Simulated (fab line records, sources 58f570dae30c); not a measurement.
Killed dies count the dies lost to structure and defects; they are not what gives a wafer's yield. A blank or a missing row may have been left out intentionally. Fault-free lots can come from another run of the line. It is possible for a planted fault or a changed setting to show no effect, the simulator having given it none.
Chamber matching || flow berkeley_cmos170 || rie_diel-02 running UCB170_CONTACT_ETCH_18: 4 sister chambers
The step etches PSG in CHF3/CF4/Ar, stops on TiSi2, target depth 840 nm, time 195 s. 14 wafers are shown with their chamber, then 7 later ones without.

WAFERS PAIRED WITH THEIR CHAMBERS
{"wafer": "L870.1", "chamber": 1, "drypump_motor_current_A (A)": 5.88, "throttle_valve_pct (%)": 6.88, "oes_product_au (a.u.)": 0.889}
{"wafer": "L870.2", "chamber": 2, "drypump_motor_current_A (A)": 5.67, "throttle_valve_pct (%)": 6.83, "oes_product_au (a.u.)": 0.922}
{"wafer": "L870.3", "chamber": 0, "drypump_motor_current_A (A)": 5.61, "throttle_valve_pct (%)": 6.90, "oes_product_au (a.u.)": 0.890}
{"wafer": "L874.1", "chamber": 3, "drypump_motor_current_A (A)": 5.91, "throttle_valve_pct (%)": 6.89, "oes_product_au (a.u.)": 0.902}
{"wafer": "L874.2", "chamber": 1, "drypump_motor_current_A (A)": 5.88, "throttle_valve_pct (%)": 6.87, "oes_product_au (a.u.)": 0.885}
{"wafer": "L874.3", "chamber": 0, "drypump_motor_current_A (A)": 5.63, "throttle_valve_pct (%)": 6.91, "oes_product_au (a.u.)": 0.904}
{"wafer": "L883.3", "chamber": 1, "drypump_motor_current_A (A)": 5.89, "throttle_valve_pct (%)": 6.87, "oes_product_au (a.u.)": 0.876}
{"wafer": "L883.5", "chamber": 2, "drypump_motor_current_A (A)": 5.61, "throttle_valve_pct (%)": 6.83, "oes_product_au (a.u.)": 0.910}
{"wafer": "L883.6", "chamber": 3, "drypump_motor_current_A (A)": 5.88, "throttle_valve_pct (%)": 6.90, "oes_product_au (a.u.)": 0.890}
{"wafer": "L881.1", "chamber": 3, "drypump_motor_current_A (A)": 5.90, "throttle_valve_pct (%)": 6.90, "oes_product_au (a.u.)": 0.891}
{"wafer": "L881.3", "chamber": 2, "drypump_motor_current_A (A)": 5.63, "throttle_valve_pct (%)": 6.84, "oes_product_au (a.u.)": 0.911}
{"wafer": "L881.6", "chamber": 1, "drypump_motor_current_A (A)": 5.87, "throttle_valve_pct (%)": 6.88, "oes_product_au (a.u.)": 0.882}
{"wafer": "L884.1", "chamber": 1, "drypump_motor_current_A (A)": 5.87, "throttle_valve_pct (%)": 6.86, "oes_product_au (a.u.)": 0.881}
{"wafer": "L884.4", "chamber": 1, "drypump_motor_current_A (A)": 5.88, "throttle_valve_pct (%)": 6.88, "oes_product_au (a.u.)": 0.880}

SIGNATURES, as means of the wafers listed above
{"reading": "drypump_motor_current_A", "chamber 0": 5.6200, "chamber 1": 5.8783, "chamber 2": 5.6367, "chamber 3": 5.8967, "scatter within a chamber": 0.0168}
{"reading": "throttle_valve_pct", "chamber 0": 6.9050, "chamber 1": 6.8733, "chamber 2": 6.8333, "chamber 3": 6.8967, "scatter within a chamber": 0.00719}
{"reading": "oes_product_au", "chamber 0": 0.89700, "chamber 1": 0.88217, "chamber 2": 0.91433, "chamber 3": 0.89433, "scatter within a chamber": 0.00612}
Rule: for a wafer and a chamber, the distance is found by dividing, reading by reading, the gap between the wafer's reading and the chamber's mean by the reading's scatter, squaring, summing and taking the root. The wafer belongs to the nearest chamber; if the next one is less than 2 further off, it can't be placed. The scatter is the square root of a quotient: the sum, over the shown wafers, of each reading's squared deviation from its chamber's mean, divided by wafers minus chambers.

WAFERS WHOSE CHAMBER IS MISSING
{"wafer": "L884.5", "drypump_motor_current_A (A)": 5.61, "throttle_valve_pct (%)": 6.84, "oes_product_au (a.u.)": 0.911}
{"wafer": "L888.3", "drypump_motor_current_A (A)": 5.65, "throttle_valve_pct (%)": 6.85, "oes_product_au (a.u.)": 0.903}
{"wafer": "L888.4", "drypump_motor_current_A (A)": 5.87, "throttle_valve_pct (%)": 6.86, "oes_product_au (a.u.)": 0.872}
{"wafer": "L888.6", "drypump_motor_current_A (A)": 5.92, "throttle_valve_pct (%)": 6.90, "oes_product_au (a.u.)": 0.883}
{"wafer": "L890.3", "drypump_motor_current_A (A)": 5.63, "throttle_valve_pct (%)": 6.90, "oes_product_au (a.u.)": 0.899}
{"wafer": "L890.4", "drypump_motor_current_A (A)": 5.63, "throttle_valve_pct (%)": 6.84, "oes_product_au (a.u.)": 0.910}
{"wafer": "L890.6", "drypump_motor_current_A (A)": 5.89, "throttle_valve_pct (%)": 6.88, "oes_product_au (a.u.)": 0.867}

THE CHAMBER EACH PASSED THROUGH
{"wafer": "L884.5", "from the rows above": 2, "in truth": 2}
{"wafer": "L888.3", "from the rows above": 2, "in truth": 2}
{"wafer": "L888.4", "from the rows above": 1, "in truth": 1}
{"wafer": "L888.6", "from the rows above": 3, "in truth": 3}
{"wafer": "L890.3", "from the rows above": 0, "in truth": 0}
{"wafer": "L890.4", "from the rows above": 2, "in truth": 2}
{"wafer": "L890.6", "from the rows above": 1, "in truth": 1}
7 of 7 placed correctly. Left unplaced by these rows: 0. Number placed wrongly: 0.
